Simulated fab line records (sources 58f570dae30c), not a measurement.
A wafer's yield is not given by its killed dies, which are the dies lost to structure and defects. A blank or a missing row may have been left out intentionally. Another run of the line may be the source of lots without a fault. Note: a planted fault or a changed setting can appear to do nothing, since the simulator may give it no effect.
Which tool is to blame?    flow berkeley cmos170    14 lots with 42 wafers sampled at 7 steps, on a route of 331 steps

WHAT THE GAUGES READ, wafer by wafer
UCB170_NLDD_OVL_MEAS_07. Usual: NLDD_OVL 1 nm, standard deviation 5.
lot   measured      on          NLDD_OVL (nm)  flag
L424  day 6 17:23   overlay-01  1 -4 -4        
L426  day 7 15:38   overlay-02  11 0 4         
L427  day 7 15:53   overlay-01  -1 0 5         
L425  day 7 16:00   overlay-02  8 -3 3         
L428  day 7 23:10   overlay-01  3 -4 -2        
L436  day 10 04:16  overlay-02  -1 -1 -9       
L437  day 10 04:20  overlay-01  1 1 6          
L438  day 10 04:58  overlay-01  1 2 -3         
L442  day 10 18:19  overlay-02  10 9 2         
L443  day 10 18:31  overlay-01  -7 -8 -3       
L441  day 10 18:48  overlay-01  -3 -3 -2       
L444  day 11 07:04  overlay-01  3 6 -3         
L447  day 11 23:44  overlay-01  1 -1 8         
L446  day 11 23:51  overlay-01  3 5 6          

UCB170_PSD_TW_MEAS_10. Usual: PSD_TW 2319, standard deviation 14.
lot   measured      on             PSD_TW          flag
L424  day 7 00:46   film metro-04  2343 2327 2319  
L426  day 8 00:45   film metro-02  2869 2864 2865  OFF
L427  day 8 00:39   film metro-02  2337 2321 2336  
L425  day 8 01:07   film metro-01  2817 2825 2838  OFF
L428  day 8 08:10   film metro-04  2348 2324 2340  
L436  day 10 10:30  film metro-01  2327 2336 2315  
L437  day 10 10:17  film metro-01  2325 2324 2333  
L438  day 10 10:58  film metro-02  2324 2326 2325  
L442  day 11 01:33  film metro-04  2327 2323 2322  
L443  day 11 01:35  film metro-01  2308 2300 2305  
L441  day 11 01:23  film metro-01  2295 2296 2299  
L444  day 11 14:41  film metro-04  2331 2331 2336  
L447  day 12 06:33  film metro-02  2317 2311 2317  
L446  day 12 06:12  film metro-04  2342 2334 2331  

UCB170_SDANNEAL_RS_MEAS_02: a four-point-probe measurement. Usual: PSD_RS 75.69 ohm/sq, standard deviation 0.28.
lot   measured      on             PSD_RS (ohm/sq)    flag
L424  day 7 03:52   film metro-04  75.68 75.63 76.12  
L426  day 8 04:12   film metro-02  54.26 54.06 54.32  OFF
L427  day 8 03:46   film metro-01  75.62 75.60 75.74  
L425  day 8 04:12   film metro-02  54.08 53.87 54.20  OFF
L428  day 8 11:11   film metro-04  75.63 75.84 75.82  
L436  day 10 13:44  film metro-02  76.01 75.79 75.54  
L437  day 10 13:07  film metro-04  75.27 75.84 75.38  
L438  day 10 14:15  film metro-01  75.43 75.74 75.20  
L442  day 11 07:55  film metro-04  75.73 75.96 76.04  
L443  day 11 08:17  film metro-01  75.53 75.44 75.58  
L441  day 11 07:42  film metro-01  75.43 75.31 75.52  
L444  day 11 17:46  film metro-04  75.62 75.90 75.41  
L447  day 12 11:37  film metro-01  75.30 75.27 75.23  
L446  day 12 12:08  film metro-04  75.06 75.20 75.03  

EACH LOT AND THE TOOL THAT RAN IT (in order: tool; ch and the chambers of the sampled wafers; start)
lot   UCB170_PLDD_STRIP_10                  UCB170_PSD_IMPLANT_08            UCB170_PSD_STRIP_09                   UCB170_SDANNEAL_RTA_00
L424  plasma asher-04 ch 0,1, day 6 15:46   implanter-04 ch 0, day 7 00:32   plasma asher-02 ch 0,1, day 7 00:41   rtp anneal-01 ch 0, day 7 03:43
L426  plasma asher-04 ch 0,1, day 7 14:13   implanter-03 ch 0, day 8 00:12   plasma asher-03 ch 0,1, day 8 00:38   rtp anneal-02 ch 0, day 8 04:04
L427  plasma asher-01 ch 0,1, day 7 14:22   implanter-01 ch 0, day 8 00:26   plasma asher-01 ch 0,1, day 8 00:34   rtp anneal-01 ch 0, day 8 03:38
L425  plasma asher-04 ch 0,1, day 7 14:28   implanter-04 ch 0, day 8 00:34   plasma asher-02 ch 0,1, day 8 01:00   rtp anneal-01 ch 0, day 8 04:04
L428  plasma asher-01 ch 0,1, day 7 21:50   implanter-03 ch 0, day 8 07:55   plasma asher-01 ch 0,1, day 8 08:04   rtp anneal-02 ch 0, day 8 11:04
L436  plasma asher-04 ch 0,1, day 10 02:09  implanter-03 ch 0, day 10 10:17  plasma asher-02 ch 0,1, day 10 10:25  rtp anneal-02 ch 0, day 10 13:36
L437  plasma asher-03 ch 0,1, day 10 02:22  implanter-01 ch 0, day 10 10:03  plasma asher-03 ch 0,1, day 10 10:10  rtp anneal-01 ch 0, day 10 12:59
L438  plasma asher-04 ch 0,1, day 10 02:38  implanter-04 ch 0, day 10 10:44  plasma asher-03 ch 0,1, day 10 10:52  rtp anneal-01 ch 0, day 10 14:07
L442  plasma asher-03 ch 0,1, day 10 16:20  implanter-04 ch 0, day 11 01:18  plasma asher-03 ch 0,1, day 11 01:27  rtp anneal-02 ch 0, day 11 07:48
L443  plasma asher-04 ch 0,1, day 10 16:36  implanter-03 ch 0, day 11 01:22  plasma asher-02 ch 0,1, day 11 01:29  rtp anneal-01 ch 0, day 11 08:09
L441  plasma asher-03 ch 0,1, day 10 16:54  implanter-01 ch 0, day 11 01:10  plasma asher-02 ch 0,1, day 11 01:19  rtp anneal-01 ch 0, day 11 07:34
L444  plasma asher-04 ch 0,1, day 11 04:02  implanter-01 ch 0, day 11 14:26  plasma asher-03 ch 0,1, day 11 14:34  rtp anneal-02 ch 0, day 11 17:38
L447  plasma asher-04 ch 0,1, day 11 21:51  implanter-04 ch 0, day 12 06:18  plasma asher-02 ch 0,1, day 12 06:27  rtp anneal-02 ch 0, day 12 11:30
L446  plasma asher-04 ch 1, day 11 22:02    implanter-01 ch 0, day 12 05:58  plasma asher-02 ch 0,1, day 12 06:05  rtp anneal-02 ch 0, day 12 11:59
- UCB170_PLDD_STRIP_10: strips in O2.
- UCB170_PSD_IMPLANT_08
- UCB170_PSD_STRIP_09: strips in O2.
- UCB170_SDANNEAL_RTA_00: time 10 s.

WHAT THE TOOLS THEMSELVES READ (means of the sampled wafers that have a number; where no wafer has one, the mark that the record gives instead)
UCB170_PLDD_STRIP_10. Usual: drypump motor current A 5.2 A, standard deviation 0.42; oes product au 0.735 a.u., standard deviation 0.0043; strip time to endpoint s 21.61 s, standard deviation 0.057.
lot   tool             drypump motor current A (A)  oes product au (a.u.)  strip time to endpoint s (s)  flag
L424  plasma asher-04  5.4                          0.731                  21.59                         
L426  plasma asher-04  5.0                          0.733                  21.54                         
L427  plasma asher-01  5.5                          0.735                  21.68                         
L425  plasma asher-04  5.0                          0.733                  21.61                         
L428  plasma asher-01  5.5                          0.736                  21.64                         
L436  plasma asher-04  5.4                          0.735                  21.57                         
L437  plasma asher-03  4.9                          0.737                  21.60                         
L438  plasma asher-04  5.4                          0.732                  21.64                         
L442  plasma asher-03  4.9                          0.731                  21.65                         
L443  plasma asher-04  5.4                          0.734                  21.52                         
L441  plasma asher-03  4.9                          0.733                  21.63                         
L444  plasma asher-04  5.4                          0.732                  21.61                         
L447  plasma asher-04  5.0                          0.734                  21.64                         
L446  plasma asher-04  4.7                          0.735                  21.67                         

UCB170_PSD_STRIP_09. Usual: drypump motor current A 5.3 A, standard deviation 0.34; oes product au 0.602 a.u., standard deviation 0.0047; strip time to endpoint s 29.28 s, standard deviation 0.085.
lot   tool             drypump motor current A (A)  oes product au (a.u.)  strip time to endpoint s (s)  flag
L424  plasma asher-02  5.3                          0.601                  29.28                         
L426  plasma asher-03  5.0                          0.521                  37.47                         OFF
L427  plasma asher-01  5.7                          0.595                  29.16                         
L425  plasma asher-02  5.5                          0.521                  37.31                         OFF
L428  plasma asher-01  5.5                          0.601                  29.28                         
L436  plasma asher-02  5.3                          0.607                  29.33                         
L437  plasma asher-03  4.9                          0.603                  29.26                         
L438  plasma asher-03  4.9                          0.601                  29.29                         
L442  plasma asher-03  4.9                          0.604                  29.17                         
L443  plasma asher-02  5.3                          0.598                  29.35                         
L441  plasma asher-02  5.5                          0.605                  29.18                         
L444  plasma asher-03  4.9                          0.604                  29.30                         
L447  plasma asher-02  5.3                          0.600                  29.26                         
L446  plasma asher-02  5.3                          0.603                  29.44                         

UCB170_SDANNEAL_RTA_00. Usual: chamber o2 ppm 1.998, standard deviation 0.022; lamp power pct 24.8 %, standard deviation 1.2; wafer_temp_C_max 903.5, standard deviation 0.68.
lot   tool           chamber o2 ppm  lamp power pct (%)  wafer_temp_C_max  flag
L424  rtp anneal-01  1.956           23.7                903.7             
L426  rtp anneal-02  2.023           26.2                903.7             
L427  rtp anneal-01  1.999           23.7                902.7             
L425  rtp anneal-01  1.986           23.7                903.6             
L428  rtp anneal-02  1.988           26.2                903.8             
L436  rtp anneal-02  2.002           26.2                903.2             
L437  rtp anneal-01  1.995           23.7                903.0             
L438  rtp anneal-01  1.984           23.7                904.1             
L442  rtp anneal-02  2.022           26.2                903.9             
L443  rtp anneal-01  1.974           23.7                903.8             
L441  rtp anneal-01  1.989           23.7                902.8             
L444  rtp anneal-02  2.012           26.2                903.7             
L447  rtp anneal-02  1.967           26.2                903.9             
L446  rtp anneal-02  2.028           26.2                903.8             

THE ANSWER, worked out from the rows above alone
Rule: lot off if the mean of its wafers having a number is beyond 3 standard deviations from the usual mean. A lot without any number at a reading at which 4 lots or more have one is off too. All remaining lots with rows at the step are treated as sound. The gauges are gone through in route order, then the tools' own readings, and for those a lot's mean is taken as printed above. At the first step where some lot is off, the reading lying furthest off is the one used; lots without a number count as furthest.
Off: L426, L425, at UCB170_PSD_TW_MEAS_10 (PSD_TW).
If a tool, at a process step before that reading, ran all the lots that are off and no sound lot after the first of them, it fits. Not tried: the gauges at UCB170_PSD_TW_MEAS_10; whatever is off there is also off at UCB170_PSD_STRIP_09, on other tools, and gauge error can't account for it. No candidate that was tried fits.

WHAT HAD BEEN PUT IN BY THE SIMULATOR
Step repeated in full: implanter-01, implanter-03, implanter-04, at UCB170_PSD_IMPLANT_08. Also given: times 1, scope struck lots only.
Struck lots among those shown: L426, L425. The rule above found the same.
